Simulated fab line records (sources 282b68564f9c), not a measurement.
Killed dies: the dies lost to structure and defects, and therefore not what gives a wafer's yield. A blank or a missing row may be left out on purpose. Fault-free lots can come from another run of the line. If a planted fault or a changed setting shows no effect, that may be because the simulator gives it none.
fab line records	flow ritCmos
record: lots: 6	wafers: 18	lastDay: 7
route steps=202 shown FOX2@24 NWELL@28 PWELL@39 M1@202
lots that met no fault: from a run of the same line without faults
startH: start of the lot's first displayed wafer, in hours after the record's first day	waitH: how many hours have passed since the lot's step before this one	" same as the row above	L1.1+2: a single row standing in for several wafers	- no value present, or no start provided	* or withheld: withheld	< > ~ a bound
route shown NAME@n: names a module that has steps shown in the file, with the first one's number in the route	usual: mean and standard deviation over wafers with no fault	same: alike in all rows	chamber/n: place in a boat	sites: per-site readings	_std_site: how widely they spread, as a standard deviation	_edge_site: the outer-site mean with the inner-site mean subtracted	radiusMm: for every site, how far away it sits from the centre of the wafer	mask NAME#n: copy n	behind: the tool/chamber that last shaped the wafer	hold: the reason the lot was held/the length of the hold in hours/how it ended	device: transistor that didn't switch, given as n, p or np	end of line: tests run on the same wafers once the route is complete	where a step has no rows: the recipe by itself	killed: the dies lost at the first sort to structure and to defects; this is not the yield of the wafer	map: per-die view of a wafer (x killed, . not killed, _ where there is no die)
set.NAME: setting as actually run; set.NAME@STEP: the setting as run at that earlier step	model.NAME: the simulator's own value behind a step, which no gauge read
a table for each step, a row for each wafer; lots at some steps of the route
services: the hour from which a tool's chamber was out of use, counted from the record's first day as startH (under 0 if before that day), plus the number of hours and why
== steps ==
step: RIT_FOX2_THK_MEAS_01
recipe: reads: SiO2_of_FOX2_OXIDATION_00
usual: FOX2_OXIDE_THK: 353/6.4
lot.wafer	tool	chamber	startH	waitH	FOX2_OXIDE_THK[nm]
L181.1	filmMetro-01	-	35.73	0.0	340
L181.2	"	-	"	"	349
L181.5	"	-	"	"	348
L185.1	filmMetro-01	-	50.75	0.0	356
L185.2	"	-	"	"	358
L185.6	"	-	"	"	358
L190.2	filmMetro-01	-	76.36	0.0	353
L190.3	"	-	"	"	352
L190.6	"	-	"	"	350
L194.2	filmMetro-01	-	100.19	0.0	340
L194.3	"	-	"	"	342
L194.4	"	-	"	"	350
L201.1	filmMetro-03	-	131.83	0.0	357
L201.2	"	-	"	"	360
L201.3	"	-	"	"	362
L202.2	filmMetro-03	-	136.58	0.0	360
L202.3	"	-	"	"	365
L202.4	"	-	"	"	366
step: RIT_FOX2_CLEAN_02
recipe: chemistry: dHF	dilution: 50:1	timeS: 180
step: RIT_FOX2_WET_ETCH_03
recipe: chemistry: H3PO4	target: Si3N4	targetDepthNm: 195	tempC: 165	timeS: 2700
step: RIT_FOX2_THK_MEAS_90
recipe: reads: SiO2_of_FOX2_OXIDATION_00
usual: FIELD_OXIDE_LEFT_1_THK: 326/6.4
lot.wafer	tool	chamber	startH	waitH	FIELD_OXIDE_LEFT_1_THK[nm]
L181.1	filmMetro-02	-	36.67	0.0	313
L181.2	"	-	"	"	321
L181.5	"	-	"	"	321
L185.1	filmMetro-01	-	52.53	0.0	329
L185.2	"	-	"	"	331
L185.6	"	-	"	"	331
L190.2	filmMetro-02	-	77.30	0.0	326
L190.3	"	-	"	"	325
L190.6	"	-	"	"	322
L194.2	filmMetro-03	-	101.07	0.0	313
L194.3	"	-	"	"	315
L194.4	"	-	"	"	323
L201.1	filmMetro-03	-	132.78	0.0	330
L201.2	"	-	"	"	333
L201.3	"	-	"	"	334
L202.2	filmMetro-02	-	137.46	0.0	333
L202.3	"	-	"	"	338
L202.4	"	-	"	"	339
step: RIT_NWELL_HMDS_00
recipe: primeTimeS: 61.17	primeTempC: 140
step: RIT_NWELL_COAT_01
recipe: resist: NOVOLAK	spinRpm: 2000	resistThkNm: 1300
step: RIT_NWELL_SOFTBAKE_02
recipe: resist: NOVOLAK	tempC: 90	timeS: 60
step: RIT_NWELL_EXPOSE_03
recipe: maskId: M2	na: 0.57	targetCdNm: 43900	doseMj: 250
step: RIT_NWELL_PEB_04
recipe: resist: NOVOLAK	tempC: withheld	timeS: withheld
step: RIT_NWELL_DEVELOP_05
recipe: resist: NOVOLAK	developTimeS: 68	devTempC: 23
step: RIT_NWELL_OVL_MEAS_06
usual: NWELL_OVL: -1.1/1.3
lot.wafer	tool	chamber	startH	waitH	NWELL_OVL[nm]
L181.1	overlay-01	-	37.61	-	-2.7
L181.2	"	-	"	"	-3.2
L181.5	"	-	"	"	-2.9
L185.1	overlay-01	-	53.50	-	-1.5
L185.2	"	-	"	"	0.3
L185.6	"	-	"	"	0.1
L190.2	overlay-02	-	78.36	-	-1.7
L190.3	"	-	"	"	-0.8
L190.6	"	-	"	"	-0.3
L194.2	overlay-02	-	102.01	-	-1.9
L194.3	"	-	"	"	-1.8
L194.4	"	-	"	"	-2.9
L201.1	overlay-01	-	133.85	-	-1.0
L201.2	"	-	"	"	1.7
L201.3	"	-	"	"	0.0
L202.2	overlay-02	-	138.56	-	0.5
L202.3	"	-	"	"	-0.6
L202.4	"	-	"	"	0.6
step: RIT_NWELL_HARDBAKE_07
recipe: resist: NOVOLAK	tempC: 140	timeS: 120
step: RIT_NWELL_IMPLANT_08
recipe: species: P	energyKev: 170	doseCm2: 5e+13	tiltDeg: 7
usual: beamEnergyKeV: 170.00/0.054	endStationPressureTorr: 5.14e-06/2.7e-07
lot.wafer	tool	chamber	startH	waitH	beamEnergyKeV	endStationPressureTorr	model.implant.rpNm	model.implant.drpNm
L181.1	implanter-02	0	37.90	0.2	170.00	5.37e-06	203.7	68.82
L181.2	"	0	"	"	169.97	5.33e-06	203.7	68.82
L181.5	"	0	"	"	169.97	4.95e-06	203.7	68.82
L185.1	implanter-04	0	53.79	0.2	214.16	4.64e-06	265.9	81.3
L185.2	"	0	"	"	214.19	5.26e-06	265.9	81.3
L185.6	"	0	"	"	214.19	4.61e-06	265.9	81.3
L190.2	implanter-04	0	78.67	0.2	214.30	5.56e-06	273.3	81.3
L190.3	"	0	"	"	214.18	5.51e-06	273.3	81.3
L190.6	"	0	"	"	214.12	4.85e-06	273.3	81.3
L194.2	implanter-02	0	102.31	0.2	169.88	5.47e-06	216.1	68.82
L194.3	"	0	"	"	169.93	5.13e-06	216.1	68.82
L194.4	"	0	"	"	169.89	5.1e-06	216.1	68.82
L201.1	implanter-04	0	134.13	0.2	169.93	5.12e-06	210.4	68.82
L201.2	"	0	"	"	169.91	4.71e-06	210.4	68.82
L201.3	"	0	"	"	169.96	4.91e-06	210.4	68.82
L202.2	implanter-01	0	138.87	0.2	170.01	5.32e-06	217.7	68.82
L202.3	"	0	"	"	170.00	4.57e-06	217.7	68.82
L202.4	"	0	"	"	170.04	4.96e-06	217.7	68.82
step: RIT_NWELL_STRIP_09
recipe: chemistry: O2	timeS: 180	resist: NOVOLAK	platenTempC: withheld	powerW: 500	pressureMtorr: 4000	o2FlowSccm: 4000
usual: drypumpMotorCurrentA: 6.09/0.25
lot.wafer	tool	chamber	startH	waitH	drypumpMotorCurrentA	rfHoursCounterH
L181.1	plasmaAsher-04	1	38.05	0.1	5.95	39
L181.2	"	0	"	"	6.02	39
L181.5	"	1	"	"	6.00	-
L185.1	plasmaAsher-01	1	53.94	0.1	5.73	34
L185.2	"	0	"	"	5.94	34
L185.6	"	0	"	"	5.93	-
L190.2	plasmaAsher-02	0	78.79	0.1	6.43	44
L190.3	"	1	"	"	6.38	-
L190.6	"	0	"	"	6.44	-
L194.2	plasmaAsher-02	0	102.44	0.1	6.44	47
L194.3	"	0	"	"	6.42	-
L194.4	"	1	"	"	6.41	-
L201.1	plasmaAsher-02	0	134.28	0.1	6.43	50
L201.2	"	1	"	"	6.41	50
L201.3	"	0	"	"	6.44	-
L202.2	plasmaAsher-04	0	138.99	0.1	6.02	3
L202.3	"	0	"	"	6.03	-
L202.4	"	1	"	"	6.01	-
step: RIT_NWELL_TW_MEAS_10
usual: NWELL_TW: 2148/15
lot.wafer	tool	chamber	startH	waitH	NWELL_TW
L181.1	filmMetro-04	-	38.22	0.1	2114
L181.2	"	-	"	"	2123
L181.5	"	-	"	"	2128
L185.1	filmMetro-02	-	54.11	0.1	2242
L185.2	"	-	"	"	2249
L185.6	"	-	"	"	2241
L190.2	filmMetro-01	-	78.98	0.1	2254
L190.3	"	-	"	"	2247
L190.6	"	-	"	"	2243
L194.2	filmMetro-04	-	102.62	0.1	2120
L194.3	"	-	"	"	2120
L194.4	"	-	"	"	2124
L201.1	filmMetro-01	-	134.46	0.1	2166
L201.2	"	-	"	"	2177
L201.3	"	-	"	"	2178
L202.2	filmMetro-01	-	139.18	0.1	2161
L202.3	"	-	"	"	2158
L202.4	"	-	"	"	2139
step: RIT_PWELL_HMDS_00
recipe: primeTimeS: 60	primeTempC: 140
step: RIT_M1_PROBE_99
usual: killedAtContacts: 0.1/0.23	killedAtFrontEnd: 6.6/2.8	killedDies: 6.6/2.8	killedOpen: 3.3/2	killedShort: 3.2/1.7
same: grossDies: 264	killed_at_M0_to_M3: 0	killed_at_M4_up: 0	killedAtBackSide: 0	killedAtOther: 0
lot.wafer	tool	chamber	startH	waitH	killedAtContacts	killedAtFrontEnd	killedDies	killedOpen	killedShort	model.etest.fieldPMetal.vtV	model.etest.nwellPinched.rsOhmSq	model.etest.fieldP.vtV	model.etest.wellEdgeLeft.lineOhmUm	model.etest.wellEdgeRight.lineOhmUm	model.etest.isoNwellNwell.bvV	model.etest.isoPplusPwell.lateralLog10AUm	model.etest.isoNwellNwell.lateralLog10AUm
L181.1	prober-02	-	76.41	0.1	0	8	8	6	2	-28.31	340.6	-12.09	181.7	187.6	22.01	-9.309	-7.33
L181.2	prober-02	-	76.46	0.1	0	8	8	6	2	-28.44	338.2	-12.33	183.7	184.5	22.13	-9.259	-7.409
L181.5	prober-02	-	76.61	0.2	0	7	7	4	3	-28.11	336.9	-12.22	181.5	185	22.16	-9.259	-7.362
L185.1	prober-02	-	91.75	0.1	0	9	9	7	2	-40.14	330.3	-17.56	181.6	180.1	20.64	-9.406	-7.321
L185.2	prober-02	-	91.80	0.1	0	11	11	7	4	-39.27	332.3	-17.44	181.1	182.6	20.93	-9.38	-7.31
L185.6	prober-02	-	92.00	0.2	0	9	9	5	4	-39.59	335.9	-17.51	180.9	182.3	20.6	-9.405	-7.342
L190.2	prober-01	-	122.08	0.1	0	3	3	0	3	-41.69	328.7	-18.43	181.2	177.4	19.95	-9.458	-7.181
L190.3	prober-01	-	122.13	0.2	0	7	7	5	2	-42.26	325.4	-18.52	179.8	181.2	20.16	-9.39	-7.151
L190.6	prober-01	-	122.28	0.2	0	5	5	3	2	-42.73	325.6	-18.54	179.1	179.1	19.31	-9.409	-7.059
L194.2	prober-01	-	140.75	0.1	0	3	3	1	2	-30.23	341.4	-13.07	180.9	181.6	21.83	-9.274	-7.343
L194.3	prober-01	-	140.80	0.2	0	5	5	3	2	-30.51	330	-13.07	182.4	180.1	21.16	-9.249	-7.149
L194.4	prober-01	-	140.85	0.2	0	4	4	2	1	-30.11	336.3	-12.99	180.6	180.3	21.82	-9.298	-7.306
L201.1	prober-02	-	172.94	0.1	1	7	8	4	4	-28.15	341.5	-12.63	184.1	182.6	22.21	-9.249	-7.354
L201.2	prober-02	-	172.99	0.1	0	4	4	1	3	-28.4	337.8	-12.67	180	177.7	21.89	-9.258	-7.289
L201.3	prober-02	-	173.04	0.2	0	9	9	3	6	-28.51	334.4	-12.75	181.6	181.2	21.86	-9.279	-7.404
L202.2	prober-01	-	178.27	0.1	0	6	6	3	3	-28.87	336.8	-12.95	182.5	181.5	21.98	-9.288	-7.378
L202.3	prober-01	-	178.32	0.2	1	7	8	2	6	-28.67	340	-12.98	182.4	182.7	22.49	-9.233	-7.349
L202.4	prober-01	-	178.37	0.2	0	5	5	2	3	-29.58	331.3	-13.01	182.6	181.7	22.2	-9.251	-7.323
killed by level:class
L181.1 REOX:geometricParticle:open=3 GATE:geometricParticle:open=2 FOX1:geometricParticle:short=1 FOX1:geometricParticle:open=1 REOX:geometricParticle:short=1
L181.2 GATE:geometricParticle:open=4 GATE:geometricParticle:short=2 SPACER:geometricParticle:open=1 SILICIDE:geometricParticle:open=1
L181.5 GATE:geometricParticle:open=4 GATE:geometricParticle:short=3
L185.1 FOX2:geometricParticle:open=3 FOX1:geometricParticle:open=2 GATE:geometricParticle:open=2 FOX1:geometricParticle:short=1 SPACER:geometricParticle:short=1
L185.2 GATE:geometricParticle:open=5 FOX1:geometricParticle:short=2 FOX1:geometricParticle:open=2 GATE:geometricParticle:short=1 REOX:geometricParticle:short=1
L185.6 FOX1:geometricParticle:open=3 FOX1:geometricParticle:short=1 GATE:geometricParticle:open=1 REOX:geometricParticle:short=1 REOX:geometricParticle:open=1 SPACER:geometricParticle:short=1 SILICIDE:geometricParticle:short=1
L190.2 GATE:geometricParticle:short=2 REOX:geometricParticle:short=1
L190.3 SPACER:geometricParticle:open=2 ACTIVE:geometricParticle:short=1 FOX1:geometricParticle:open=1 GATE:geometricParticle:open=1 GATE:geometricParticle:short=1 REOX:geometricParticle:open=1
L190.6 GATE:geometricParticle:open=2 FOX2:geometricParticle:short=1 SPACER:geometricParticle:open=1 SPACER:geometricParticle:short=1
L194.2 SILICIDE:geometricParticle:short=2 GATE:geometricParticle:open=1
L194.3 GATE:geometricParticle:short=2 REOX:geometricParticle:open=2 GATE:geometricParticle:open=1
L194.4 GATE:geometricParticle:open=1 GATE:geometricParticle:short=1 SPACER:geometricParticle:open=1 NWELL:coatMicrobubblePrinted=1
L201.1 GATE:geometricParticle:open=2 REOX:geometricParticle:short=2 FOX1:geometricParticle:open=1 FOX2:geometricParticle:short=1 GATE:geometricParticle:short=1 CONTACT:geometricParticle:open=1
L201.2 SILICIDE:geometricParticle:short=2 FOX1:geometricParticle:open=1 GATE:geometricParticle:short=1
L201.3 GATE:geometricParticle:short=2 REOX:geometricParticle:short=2 FOX1:geometricParticle:short=1 FOX2:geometricParticle:open=1 GATE:geometricParticle:open=1 SILICIDE:geometricParticle:short=1 SILICIDE:geometricParticle:open=1
L202.2 GATE:geometricParticle:short=2 FOX1:geometricParticle:open=1 FOX2:geometricParticle:short=1 REOX:geometricParticle:open=1 SILICIDE:geometricParticle:open=1
L202.3 GATE:geometricParticle:open=2 SILICIDE:geometricParticle:short=2 FOX1:geometricParticle:short=1 FOX2:geometricParticle:short=1 GATE:geometricParticle:short=1 CONTACT:geometricParticle:short=1
L202.4 GATE:geometricParticle:short=3 GATE:geometricParticle:open=1 REOX:geometricParticle:open=1
== services ==
tool	chamber	startH	hours	kind
plasmaAsher-02	-	39.84	14.4	repair
plasmaAsher-02	-	47.53	0.5	repair
implanter-02	-	50.90	1.8	repair
implanter-04	-	64.07	4.5	pm
implanter-02	-	92.01	0.8	repair
implanter-01	-	99.56	3.5	repair
implanter-04	-	103.79	3.2	pm
plasmaAsher-04	-	108.75	9.0	pm
plasmaAsher-04	0	108.75	9.0	ventCycle
plasmaAsher-04	1	108.75	9.0	ventCycle
implanter-04	-	113.03	1.0	repair
plasmaAsher-04	0	117.75	-	clean
plasmaAsher-04	1	117.75	-	clean
implanter-01	-	120.18	1.3	repair
plasmaAsher-02	-	121.22	0.5	repair
plasmaAsher-01	-	134.42	1.8	repair
== key ==
firstSign: step: RIT_NWELL_IMPLANT_08	reading: beamEnergyKeV	direction: up	sigmas: 99+	usual: 170.00	struck: 214.19
effect: step: RIT_NWELL_TW_MEAS_10	reading: NWELL_TW	direction: up	sigmas: 6.3	usual: 2148	struck: 2246
modelEffect: step: RIT_NWELL_IMPLANT_08	value: implant.rpNm	without: 212.8	struck: 269.6
modelEffect: step: RIT_M1_PROBE_99	value: etest.fieldPMetal.vtV	without: -29.2	struck: -40.95
metAt RIT_NWELL_IMPLANT_08
struckWafers L185.1,L185.2,L185.6,L190.2,L190.3,L190.6
testerLeftOut L185,L190
fault: kind: processParameterDrift	tool: implanter-04	chamber: -	onsetH: 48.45	steps: RIT_NWELL_IMPLANT_08	channel: energyKev	offset: 44.2	shape: step	endH: 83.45	actsIn: theseRecipesOnly	stated: 170
testerLeftOut: of these lots the tester's yield and bins aren't shown, on N5 and GAA mostly nor the transistor test; their killed dies are dies lost to structure and defects alone, not to doping, threshold or leakage, so they don't give the yield
